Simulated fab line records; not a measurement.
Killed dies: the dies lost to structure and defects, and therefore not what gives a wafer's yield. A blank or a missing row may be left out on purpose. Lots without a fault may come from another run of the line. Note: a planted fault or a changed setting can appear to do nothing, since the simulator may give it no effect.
Which tool is to blame? + flow berkeley-cmos170 + 13 lots with 39 wafers sampled at 4 steps, on a route of 331 steps

## WHAT EACH GAUGE READ, for each wafer
UCB170_SILICIDE_RS_MEAS_02: uses a four-point probe to measure. Usual: SILICIDE_TI_RS 25.9 ohm/sq, standard deviation 0.37.
| lot  | measured     | on            | SILICIDE_TI_RS (ohm/sq) | flag |
|------|--------------|---------------|-------------------------|------|
| L344 | day 7 21:26  | film-metro-03 | 26.2 25.6 25.6          |      |
| L343 | day 7 22:39  | film-metro-03 | 25.9 26.2 26.1          |      |
| L342 | day 7 23:06  | film-metro-01 | 25.7 25.6 25.9          |      |
| L348 | day 9 12:07  | film-metro-01 | 26.3 26.7 26.8          |      |
| L357 | day 10 01:35 | film-metro-01 | 25.8 25.5 25.5          |      |
| L353 | day 10 07:27 | film-metro-03 | 30.2 25.7 25.8          | OFF  |
| L358 | day 10 08:32 | film-metro-01 | 25.5 25.8 26.0          |      |
| L359 | day 10 07:53 | film-metro-03 | 25.9 25.7 25.8          |      |
| L360 | day 10 18:46 | film-metro-03 | 25.9 25.9 25.8          |      |
| L362 | day 11 09:14 | film-metro-03 | 25.8 25.7 25.3          |      |
| L363 | day 11 08:50 | film-metro-03 | 26.4 25.9 26.4          |      |
| L364 | day 11 18:14 | film-metro-04 | 26.1 26.4 26.2          |      |
| L365 | day 12 00:50 | film-metro-04 | 25.3 25.4 25.4          |      |

UCB170_SILICIDE_THK_MEAS_03: measures by xrf. Usual: SILICIDE_TI_THK 30.6 nm, standard deviation 0.43.
| lot  | measured     | on            | SILICIDE_TI_THK (nm) | flag |
|------|--------------|---------------|----------------------|------|
| L344 | day 7 21:33  | film-metro-03 | 30.1 30.7 30.9       |      |
| L343 | day 7 22:45  | film-metro-03 | 30.5 30.2 30.3       |      |
| L342 | day 7 23:13  | film-metro-01 | 31.3 31.5 31.1       |      |
| L348 | day 9 12:13  | film-metro-01 | 30.5 30.3 30.1       |      |
| L357 | day 10 01:43 | film-metro-01 | 31.2 31.4 31.4       |      |
| L353 | day 10 07:34 | film-metro-03 | 26.7 30.7 30.5       | OFF  |
| L358 | day 10 08:39 | film-metro-01 | 31.5 31.2 30.9       |      |
| L359 | day 10 08:01 | film-metro-03 | 30.3 30.6 30.5       |      |
| L360 | day 10 18:52 | film-metro-03 | 30.5 30.5 30.4       |      |
| L362 | day 11 09:21 | film-metro-03 | 30.8 30.7 31.0       |      |
| L363 | day 11 08:58 | film-metro-03 | 30.1 30.4 30.0       |      |
| L364 | day 11 18:22 | film-metro-04 | 30.7 30.5 30.5       |      |
| L365 | day 12 00:56 | film-metro-04 | 31.4 31.5 31.3       |      |

## WHICH TOOL RAN EACH LOT (tool, then ch and the chambers of the sampled wafers, then the start)
| lot  | UCB170_SPACER_ETCHBACK_03          | UCB170_SILICIDE_SPUTTER_01   |
|------|------------------------------------|------------------------------|
| L344 | rie-diel-01 ch 0,1,3, day 7 12:52  | pvd-sputter-02, day 7 21:24  |
| L343 | rie-diel-02 ch 0,1,2, day 7 12:56  | pvd-sputter-02, day 7 22:35  |
| L342 | rie-diel-03 ch 0,2,3, day 7 13:00  | pvd-sputter-03, day 7 23:04  |
| L348 | rie-diel-03 ch 1,2, day 8 23:17    | pvd-sputter-04, day 9 12:02  |
| L357 | rie-diel-02 ch 0,1,3, day 9 20:14  | pvd-sputter-03, day 10 01:34 |
| L353 | rie-diel-02 ch 1,2, day 10 01:42   | pvd-sputter-02, day 10 07:23 |
| L358 | rie-diel-01 ch 1,2,3, day 10 01:42 | pvd-sputter-04, day 10 08:29 |
| L359 | rie-diel-03 ch 0,2,3, day 10 01:42 | pvd-sputter-03, day 10 07:52 |
| L360 | rie-diel-03 ch 1,2,3, day 10 10:02 | pvd-sputter-03, day 10 18:43 |
| L362 | rie-diel-01 ch 0,1,2, day 11 03:50 | pvd-sputter-04, day 11 09:11 |
| L363 | rie-diel-02 ch 1,2, day 11 03:50   | pvd-sputter-03, day 11 08:49 |
| L364 | rie-diel-03 ch 0,2, day 11 11:53   | pvd-sputter-03, day 11 18:13 |
| L365 | rie-diel-01 ch 1,2, day 11 19:29   | pvd-sputter-03, day 12 00:47 |
- UCB170_SPACER_ETCHBACK_03: etches SiO2 in CHF3/CF4/Ar, stops on Si, target depth 376 nm, time 100 s.
- UCB170_SILICIDE_SPUTTER_01: material Ti, target thk 30 nm, time 25 s.

## AS READ BY THE TOOLS THEMSELVES (means over the sampled wafers that have a number; for cases with no such wafer, the mark the record gives instead)
UCB170_SPACER_ETCHBACK_03. Usual: drypump-motor-current-A 5.8 A, standard deviation 0.39; oes-product-au 0.905 a.u., standard deviation 0.014; throttle-valve-pct 6.45 %, standard deviation 0.12.
| lot  | tool        | drypump-motor-current-A (A) | oes-product-au (a.u.) | throttle-valve-pct (%) | flag |
|------|-------------|-----------------------------|-----------------------|------------------------|------|
| L344 | rie-diel-01 | 5.5                         | 0.913                 | 6.35                   |      |
| L343 | rie-diel-02 | 5.9                         | 0.897                 | 6.62                   |      |
| L342 | rie-diel-03 | 6.2                         | 0.896                 | 6.52                   |      |
| L348 | rie-diel-03 | 6.0                         | 0.916                 | 6.43                   |      |
| L357 | rie-diel-02 | 5.7                         | 0.912                 | 6.53                   |      |
| L353 | rie-diel-02 | 5.7                         | 0.901                 | 6.63                   |      |
| L358 | rie-diel-01 | 5.6                         | 0.919                 | 6.35                   |      |
| L359 | rie-diel-03 | 6.2                         | 0.894                 | 6.52                   |      |
| L360 | rie-diel-03 | 6.1                         | 0.895                 | 6.50                   |      |
| L362 | rie-diel-01 | 5.6                         | 0.900                 | 6.37                   |      |
| L363 | rie-diel-02 | 5.8                         | 0.892                 | 6.59                   |      |
| L364 | rie-diel-03 | 6.4                         | 0.907                 | 6.47                   |      |
| L365 | rie-diel-01 | 5.6                         | 0.905                 | 6.36                   |      |

UCB170_SILICIDE_SPUTTER_01. Usual: chamber-pressure-pa 0.4999 Pa, standard deviation 0.001; throttle-valve-pct 30.1 %, standard deviation 0.89.
| lot  | tool           | chamber-pressure-pa (Pa) | throttle-valve-pct (%) | flag |
|------|----------------|--------------------------|------------------------|------|
| L344 | pvd-sputter-02 | 0.5004                   | 29.9                   |      |
| L343 | pvd-sputter-02 | 0.5000                   | 29.5                   |      |
| L342 | pvd-sputter-03 | 0.5000                   | 30.4                   |      |
| L348 | pvd-sputter-04 | 0.5004                   | 30.2                   |      |
| L357 | pvd-sputter-03 | 0.4985                   | 29.8                   |      |
| L353 | pvd-sputter-02 | 0.5011                   | 30.1                   |      |
| L358 | pvd-sputter-04 | 0.5001                   | 30.7                   |      |
| L359 | pvd-sputter-03 | 0.5005                   | 30.5                   |      |
| L360 | pvd-sputter-03 | 0.4995                   | 30.0                   |      |
| L362 | pvd-sputter-04 | 0.5001                   | 30.1                   |      |
| L363 | pvd-sputter-03 | 0.5000                   | 29.8                   |      |
| L364 | pvd-sputter-03 | 0.5003                   | 30.1                   |      |
| L365 | pvd-sputter-03 | 0.5001                   | 29.8                   |      |

## THE ANSWER, worked out from the rows above alone
Rule: a lot counts as off when the mean over its wafers that have a number is more than 3 standard deviations away from the usual mean. Also off: a lot with no number at a reading for which 4 or more lots have one. Where the step has rows for the other lots, those lots are counted as sound. After the gauges, taken in route order, come the tools' own readings; for these a lot's mean is taken, as printed above. The first step at which some lot is off is used, and at that step the reading that is off furthest; a lot without a number counts as furthest.
Off: L353, seen at UCB170_SILICIDE_RS_MEAS_02 (SILICIDE_TI_RS).
A tool fits if, at a process step before that reading, it ran every lot that is off, and no sound lot after the first of them. The gauges at UCB170_SILICIDE_RS_MEAS_02 are tried like those tools. One candidate fits, namely pvd-sputter-02 at UCB170_SILICIDE_SPUTTER_01. Its last sound lot is L343 (day 7 22:35), its first lot that is off L353 (day 10 07:23): a fault that began between those two fits.

## WHAT THE SIMULATOR PUT IN
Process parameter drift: pvd-sputter-02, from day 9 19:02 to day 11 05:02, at UCB170_SILICIDE_SPUTTER_01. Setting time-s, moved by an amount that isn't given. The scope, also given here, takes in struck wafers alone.
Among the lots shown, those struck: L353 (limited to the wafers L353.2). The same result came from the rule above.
